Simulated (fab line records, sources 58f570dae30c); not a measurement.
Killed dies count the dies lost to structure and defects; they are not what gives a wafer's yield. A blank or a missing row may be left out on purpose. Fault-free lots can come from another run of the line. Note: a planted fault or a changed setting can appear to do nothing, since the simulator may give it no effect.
The tool behind it: which one? | flow berkeleyCmos170 | Sampling: 7 lots, 21 wafers, 2 of 331 route steps

## WHAT THE GAUGES SHOWED, per wafer
UCB170_V1_OVL_MEAS_13.
lot  | measured     | on         | V1_OVL (nm)
L378 | day 8 20:16  | overlay-01 | 6 9 6
L380 | day 8 20:52  | overlay-01 | -5 5 -1
L383 | day 9 08:32  | overlay-01 | 2 -2 4
L386 | day 10 10:26 | overlay-02 | -1 4 7
L395 | day 11 19:30 | overlay-01 | -5 -4 -10
L400 | day 12 19:57 | overlay-02 | -2 -1 -1
L398 | day 12 23:40 | overlay-02 | 9 3 6

## EACH LOT AND THE TOOL THAT RAN IT (in order: tool; ch and the chambers of the sampled wafers; start)
lot  | UCB170_PSD_STRIP_09
L378 | plasmaAsher-04 ch 0,1, day 8 00:25
L380 | plasmaAsher-03 ch 0,1, day 8 00:44
L383 | plasmaAsher-03 ch 0,1, day 8 15:14
L386 | plasmaAsher-01 ch 0,1, day 9 18:55
L395 | plasmaAsher-03 ch 0, day 10 23:07
L400 | plasmaAsher-03 ch 0,1, day 12 05:04
L398 | plasmaAsher-03 ch 0,1, day 12 05:51
- UCB170_PSD_STRIP_09: strips in O2.

## THE ANSWER, worked out from the rows above alone
Rule: usual is defined by the lots themselves. The widest of any qualifying gaps counts: lots, ordered by their means at a reading, are off when they make up no more than a third of the lots, leave a main group of 4 or more, and stand apart from it by 3 or more times the standard deviation of that group's means. The tables above print the reading to a certain number of digits; a main group whose means all agree to those digits is not used. Also off: a lot with no number at a reading for which 4 or more lots have one. The other lots that the step has rows for count as sound.
Nothing can be told from this: no lot is off at any reading shown.

## WHAT THE SIMULATOR PUT IN
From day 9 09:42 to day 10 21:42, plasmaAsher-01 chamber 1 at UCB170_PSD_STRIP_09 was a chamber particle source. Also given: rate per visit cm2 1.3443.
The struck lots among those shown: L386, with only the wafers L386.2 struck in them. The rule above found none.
